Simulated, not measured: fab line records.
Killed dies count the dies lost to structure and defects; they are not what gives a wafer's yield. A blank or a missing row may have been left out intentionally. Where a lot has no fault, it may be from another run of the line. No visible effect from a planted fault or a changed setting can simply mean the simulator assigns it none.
Lot-split experiment :: flow berkeley_cmos170 :: 23 wafers read from 5 lots, route of 331 steps

THE SPLIT
At UCB170_CONTACT_CVD_01 (deposits PSG from SiH4/O2/PH3, target thk 700 nm, time 2820 s), the setting sih4_flow_sccm was moved away from the recipe's 60 sccm on 10 of the 23 wafers read, by -10.8% to +13.6%. The other wafers ran this setting at the recipe's value.

Between the split and the reading, the file records no step.

THE READING
CONTACT_PSG_THK in nanometres, read at UCB170_CONTACT_THK_MEAS_02. Fault-free wafers of this fab line usually give 701 nm, standard deviation 4.9 nm.

wafer: L074.1
tool, chamber at the split: -, -
sih4_flow_sccm as run, sccm: 60
against the recipe: recipe
CONTACT_PSG_THK, nm: 705
against lot-mates on the recipe: -

wafer: L074.2
tool, chamber at the split: -, -
sih4_flow_sccm as run, sccm: 60
against the recipe: recipe
CONTACT_PSG_THK, nm: 705
against lot-mates on the recipe: -

wafer: L074.3
tool, chamber at the split: -, -
sih4_flow_sccm as run, sccm: 60
against the recipe: recipe
CONTACT_PSG_THK, nm: 701
against lot-mates on the recipe: -

wafer: L074.4
tool, chamber at the split: -, -
sih4_flow_sccm as run, sccm: 60
against the recipe: recipe
CONTACT_PSG_THK, nm: 708
against lot-mates on the recipe: -

wafer: L074.6
tool, chamber at the split: -, -
sih4_flow_sccm as run, sccm: 60
against the recipe: recipe
CONTACT_PSG_THK, nm: 701
against lot-mates on the recipe: -

wafer: L079.1
tool, chamber at the split: -, -
sih4_flow_sccm as run, sccm: 68.18
against the recipe: +13.6%
CONTACT_PSG_THK, nm: 731
against lot-mates on the recipe: no lot-mate on the recipe

wafer: L079.2
tool, chamber at the split: -, -
sih4_flow_sccm as run, sccm: 68.18
against the recipe: +13.6%
CONTACT_PSG_THK, nm: 730
against lot-mates on the recipe: no lot-mate on the recipe

wafer: L079.3
tool, chamber at the split: -, -
sih4_flow_sccm as run, sccm: 68.18
against the recipe: +13.6%
CONTACT_PSG_THK, nm: 725
against lot-mates on the recipe: no lot-mate on the recipe

wafer: L079.5
tool, chamber at the split: -, -
sih4_flow_sccm as run, sccm: 68.18
against the recipe: +13.6%
CONTACT_PSG_THK, nm: 732
against lot-mates on the recipe: no lot-mate on the recipe

wafer: L079.6
tool, chamber at the split: -, -
sih4_flow_sccm as run, sccm: 68.18
against the recipe: +13.6%
CONTACT_PSG_THK, nm: 732
against lot-mates on the recipe: no lot-mate on the recipe

wafer: L083.2
tool, chamber at the split: -, -
sih4_flow_sccm as run, sccm: 60
against the recipe: recipe
CONTACT_PSG_THK, nm: 694
against lot-mates on the recipe: -

wafer: L083.3
tool, chamber at the split: -, -
sih4_flow_sccm as run, sccm: 60
against the recipe: recipe
CONTACT_PSG_THK, nm: 696
against lot-mates on the recipe: -

wafer: L083.4
tool, chamber at the split: -, -
sih4_flow_sccm as run, sccm: 60
against the recipe: recipe
CONTACT_PSG_THK, nm: 691
against lot-mates on the recipe: -

wafer: L083.5
tool, chamber at the split: -, -
sih4_flow_sccm as run, sccm: 60
against the recipe: recipe
CONTACT_PSG_THK, nm: 694
against lot-mates on the recipe: -

wafer: L083.6
tool, chamber at the split: -, -
sih4_flow_sccm as run, sccm: 60
against the recipe: recipe
CONTACT_PSG_THK, nm: 694
against lot-mates on the recipe: -

wafer: L081.1
tool, chamber at the split: -, -
sih4_flow_sccm as run, sccm: 53.49
against the recipe: -10.8%
CONTACT_PSG_THK, nm: 670
against lot-mates on the recipe: no lot-mate on the recipe

wafer: L081.2
tool, chamber at the split: -, -
sih4_flow_sccm as run, sccm: 53.49
against the recipe: -10.8%
CONTACT_PSG_THK, nm: 665
against lot-mates on the recipe: no lot-mate on the recipe

wafer: L081.3
tool, chamber at the split: -, -
sih4_flow_sccm as run, sccm: 53.49
against the recipe: -10.8%
CONTACT_PSG_THK, nm: 669
against lot-mates on the recipe: no lot-mate on the recipe

wafer: L081.5
tool, chamber at the split: -, -
sih4_flow_sccm as run, sccm: 53.49
against the recipe: -10.8%
CONTACT_PSG_THK, nm: 671
against lot-mates on the recipe: no lot-mate on the recipe

wafer: L081.6
tool, chamber at the split: -, -
sih4_flow_sccm as run, sccm: 53.49
against the recipe: -10.8%
CONTACT_PSG_THK, nm: 672
against lot-mates on the recipe: no lot-mate on the recipe

wafer: L085.4
tool, chamber at the split: lpcvd-01, 1
sih4_flow_sccm as run, sccm: 60
against the recipe: recipe
CONTACT_PSG_THK, nm: 703
against lot-mates on the recipe: -

wafer: L085.5
tool, chamber at the split: lpcvd-01, 1
sih4_flow_sccm as run, sccm: 60
against the recipe: recipe
CONTACT_PSG_THK, nm: 704
against lot-mates on the recipe: -

wafer: L085.6
tool, chamber at the split: lpcvd-01, 1
sih4_flow_sccm as run, sccm: 60
against the recipe: recipe
CONTACT_PSG_THK, nm: 701
against lot-mates on the recipe: -

FIT RESULTS
A straight line over all 23 wafers: CONTACT_PSG_THK changes by +2.46 nm for each +1% of sih4_flow_sccm; r = +0.97; the points scatter about the line by 4.8 nm.
Too few moved wafers have a lot-mate on the recipe to fit a line with each lot's own level taken away.

THE WHOLE CHAIN: every reading that the file lists as answering this split, in the file's order
step: UCB170_CONTACT_CVD_01
what it does: deposits PSG from SiH4/O2/PH3, target thk 700 nm, time 2820 s
reading: PSG_of_CONTACT_CVD_01.thk_nm (the simulator's own value, which no gauge read)
change (the file's fit): +2.45 nm for each +1% of the setting
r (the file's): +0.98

step: UCB170_CONTACT_THK_MEAS_02
what it does: 
reading: CONTACT_PSG_THK
change (the file's fit): +2.46 for each +1% of the setting
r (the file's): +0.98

THE FILE'S OWN FIT
CONTACT_PSG_THK changes by +2.46 nm for each +1% of sih4_flow_sccm, r = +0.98.
